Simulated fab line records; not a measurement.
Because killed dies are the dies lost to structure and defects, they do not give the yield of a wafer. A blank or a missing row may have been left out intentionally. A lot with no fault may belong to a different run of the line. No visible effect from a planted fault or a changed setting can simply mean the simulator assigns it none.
Which tool is to blame?    flow berkeley_cmos170    Sampling: 7 lots, 21 wafers, 3 of 331 route steps

WHAT THE GAUGES READ, wafer by wafer
UCB170_PWELL_THK_MEAS_03.
lot   measured     on             PWELL_OXIDE_THK (nm)
L144  day 3 10:58  film_metro-02  26.3 26.0 26.3
L146  day 3 16:12  film_metro-02  26.0 25.7 26.3
L149  day 4 07:37  film_metro-03  25.5 25.6 25.8
L150  day 4 16:05  film_metro-03  26.0 25.8 26.1
L157  day 5 22:52  film_metro-03  28.9 28.7 28.4
L164  day 7 14:31  film_metro-03  24.9 25.1 24.7
L165  day 7 14:31  film_metro-04  24.3 24.6 24.9

EACH LOT AND THE TOOL THAT RAN IT (in order: tool; ch and the chambers of the sampled wafers; start)
lot   UCB170_NWELL_ETCH_13               UCB170_PWELL_OXIDATION_02
L144  rie_diel-02 ch 0,1,3, day 2 22:12  furnace-02 ch 0, day 3 09:37
L146  rie_diel-01 ch 0,3, day 3 05:43    furnace-04 ch 0, day 3 14:50
L149  rie_diel-01 ch 0,2, day 3 21:43    furnace-02 ch 0, day 4 06:16
L150  rie_diel-01 ch 0,3, day 4 03:55    furnace-02 ch 0, day 4 14:43
L157  rie_diel-01 ch 0,1,2, day 5 11:52  furnace-02 ch 0, day 5 21:30
L164  rie_diel-02 ch 2,3, day 7 02:25    furnace-01 ch 0, day 7 13:09
L165  rie_diel-01 ch 2,3, day 7 04:41    furnace-01 ch 0, day 7 13:09
- UCB170_NWELL_ETCH_13: etches Si3N4 in CH3F/Ar/O2, stops on SiO2, target depth 246.4 nm, time 154 s.
- UCB170_PWELL_OXIDATION_02: target thk 26.4 nm, ox time 1260 s.

THE ANSWER, worked out from the rows above alone
Rule: usual is defined by the lots themselves. The widest of any qualifying gaps counts: lots, ordered by their means at a reading, are off when they make up no more than a third of the lots, leave a main group of 4 or more, and stand apart from it by 3 or more times the standard deviation of that group's means. A main group whose means are all the same, to the digits that the tables above print for the reading, isn't used. Also off: a lot with no number at a reading for which 4 or more lots have one. Any other lot the step has rows for is counted as sound.
Off: at UCB170_PWELL_THK_MEAS_03 (PWELL_OXIDE_THK), L157. Main group: mean 25.6 nm, sd 0.6.
If a tool, at a process step before that reading, ran all the lots that are off and no sound lot after the first of them, it fits. The gauges at UCB170_PWELL_THK_MEAS_03 are tried like those tools. One candidate fits, namely furnace-02 at UCB170_PWELL_OXIDATION_02. A fault onset in the window from L150 (day 4 14:43, its last sound lot) to L157 (day 5 21:30, its first lot off) fits.

WHAT THE SIMULATOR HAD PUT IN
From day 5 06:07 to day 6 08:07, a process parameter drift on furnace-02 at UCB170_PWELL_OXIDATION_02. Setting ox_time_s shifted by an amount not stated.
Shown lots that were struck: L157. The rule above found the same.
